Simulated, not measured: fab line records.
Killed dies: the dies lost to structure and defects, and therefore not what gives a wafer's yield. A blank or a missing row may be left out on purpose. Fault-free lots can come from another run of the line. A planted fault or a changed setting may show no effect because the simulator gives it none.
What tool caused it? ; flow rit-cmos ; 42 wafers from 14 lots sampled at 4 of the route's 202 steps

## WHAT EACH GAUGE READ, for each wafer
RIT_SDANNEAL_RS_MEAS_05: a four-point-probe measurement. Usual: NSD_RS 84.60 ohm/sq, standard deviation 0.3.
lot;measured;on;NSD_RS (ohm/sq);flag
L985;day 3 01:35;film-metro-02;84.56 84.49 84.73;
L987;day 3 12:59;film-metro-04;84.55 84.56 84.38;
L988;day 3 17:47;film-metro-02;85.10 84.80 84.96;
L989;day 3 22:20;film-metro-04;84.80 84.82 84.91;
L990;day 4 02:47;film-metro-02;84.72 84.70 84.72;
L991;day 4 07:26;film-metro-02;84.74 84.50 84.36;
L992;day 4 14:06;film-metro-01;84.77 84.47 84.35;
L994;day 5 03:44;film-metro-01;84.77 84.41 84.68;
L999;day 6 01:47;film-metro-01;84.63 84.39 84.35;
L100;day 6 05:23;film-metro-01;84.00 83.84 83.88;
L101;day 6 11:18;film-metro-02;85.05 84.90 85.01;
L103;day 6 19:40;film-metro-01;84.34 84.36 84.54;
L107;day 7 15:21;film-metro-04;85.16 85.08 85.07;
L108;day 7 21:10;film-metro-04;84.30 83.93 84.39;

RIT_SILICIDE_THK_MEAS_03: measures by xrf. Usual: SILICIDE_TI_THK 29.8 nm, standard deviation 0.35.
lot;measured;on;SILICIDE_TI_THK (nm);flag
L985;day 3 02:12;film-metro-03;29.6 30.0 29.6;
L987;day 3 13:38;film-metro-02;29.5 29.9 30.3;
L988;day 3 18:25;film-metro-03;29.8 29.4 29.3;
L989;day 3 22:58;film-metro-01;30.2 30.0 30.2;
L990;day 4 03:27;film-metro-01;29.7 29.6 29.8;
L991;day 4 08:05;film-metro-03;30.2 30.2 30.3;
L992;day 4 14:44;film-metro-03;30.2 30.3 30.5;
L994;day 5 04:24;film-metro-01;30.4 30.0 30.5;
L999;day 6 02:24;film-metro-03;29.5 29.8 29.6;
L100;day 6 06:02;film-metro-02;29.9 29.9 30.3;
L101;day 6 11:56;film-metro-03;29.4 29.8 29.7;
L103;day 6 20:17;film-metro-03;29.5 29.3 29.1;
L107;day 7 15:59;film-metro-03;30.0 30.0 29.8;
L108;day 7 21:46;film-metro-03;29.4 28.9 28.9;

## EACH LOT AND THE TOOL THAT RAN IT (in order: tool; ch and the chambers of the sampled wafers; start)
lot;RIT_PLDD_STRIP_09;RIT_SDANNEAL_RTA_03
L985;plasma-asher-03 ch 0,1, day 2 19:27;rtp-anneal-02 ch 0, day 3 01:23
L987;plasma-asher-01 ch 0, day 3 06:43;rtp-anneal-02 ch 0, day 3 12:49
L988;plasma-asher-03 ch 0,1, day 3 11:29;rtp-anneal-01 ch 0, day 3 17:36
L989;plasma-asher-01 ch 0,1, day 3 16:00;rtp-anneal-02 ch 0, day 3 22:08
L990;plasma-asher-02 ch 0,1, day 3 20:11;rtp-anneal-01 ch 0, day 4 02:37
L991;plasma-asher-02 ch 0,1, day 4 00:58;rtp-anneal-02 ch 0, day 4 07:15
L992;plasma-asher-01 ch 0,1, day 4 07:34;rtp-anneal-01 ch 0, day 4 13:52
L994;plasma-asher-01 ch 0,1, day 4 20:22;rtp-anneal-01 ch 0, day 5 03:33
L999;plasma-asher-02 ch 0,1, day 5 19:13;rtp-anneal-01 ch 0, day 6 01:35
L100;plasma-asher-02 ch 1, day 5 23:01;rtp-anneal-01 ch 0, day 6 05:13
L101;plasma-asher-03 ch 0,1, day 6 04:26;rtp-anneal-02 ch 0, day 6 11:07
L103;plasma-asher-02 ch 0,1, day 6 13:19;rtp-anneal-02 ch 0, day 6 19:28
L107;plasma-asher-02 ch 0,1, day 7 08:43;rtp-anneal-02 ch 0, day 7 15:10
L108;plasma-asher-02 ch 0,1, day 7 14:43;rtp-anneal-01 ch 0, day 7 20:57
- RIT_PLDD_STRIP_09: strips in O2, time 180 s.
- RIT_SDANNEAL_RTA_03: time 5 s.

## AS READ BY THE TOOLS THEMSELVES (means over the sampled wafers that have a number; for cases with no such wafer, the mark the record gives instead)
RIT_PLDD_STRIP_09. Usual: drypump-motor-current-A at 5.3 A, with a standard deviation of 0.47.
lot;tool;drypump-motor-current-A (A);flag
L985;plasma-asher-03;5.1;
L987;plasma-asher-01;5.3;
L988;plasma-asher-03;5.1;
L989;plasma-asher-01;5.4;
L990;plasma-asher-02;5.4;
L991;plasma-asher-02;5.4;
L992;plasma-asher-01;5.5;
L994;plasma-asher-01;5.4;
L999;plasma-asher-02;5.4;
L100;plasma-asher-02;4.7;
L101;plasma-asher-03;5.5;
L103;plasma-asher-02;5.4;
L107;plasma-asher-02;5.4;
L108;plasma-asher-02;5.4;

RIT_SDANNEAL_RTA_03. Usual: wafer_temp_C_max at 1053.4, with a standard deviation of 1.1.
lot;tool;wafer_temp_C_max;flag
L985;rtp-anneal-02;1054.5;
L987;rtp-anneal-02;1053.4;
L988;rtp-anneal-01;1053.8;
L989;rtp-anneal-02;1052.1;
L990;rtp-anneal-01;1053.4;
L991;rtp-anneal-02;1054.0;
L992;rtp-anneal-01;1053.0;
L994;rtp-anneal-01;1053.2;
L999;rtp-anneal-01;1053.9;
L100;rtp-anneal-01;1053.7;
L101;rtp-anneal-02;1052.9;
L103;rtp-anneal-02;1053.2;
L107;rtp-anneal-02;1052.4;
L108;rtp-anneal-01;1053.9;

## THE ANSWER, worked out from the rows above alone
Rule: lot off if the mean of its wafers having a number is beyond 3 standard deviations from the usual mean. Also off: a lot with no number at a reading for which 4 or more lots have one. Any other lot the step has rows for is counted as sound. Order of review: gauges by route order, followed by the tools' own readings, for which a lot's mean as printed above is used. The first step at which some lot is off is used, and at that step the reading that is off furthest; a lot without a number counts as furthest.
No lot is off on any of the readings shown, so nothing can be concluded from this.

## WHAT HAD BEEN PUT IN BY THE SIMULATOR
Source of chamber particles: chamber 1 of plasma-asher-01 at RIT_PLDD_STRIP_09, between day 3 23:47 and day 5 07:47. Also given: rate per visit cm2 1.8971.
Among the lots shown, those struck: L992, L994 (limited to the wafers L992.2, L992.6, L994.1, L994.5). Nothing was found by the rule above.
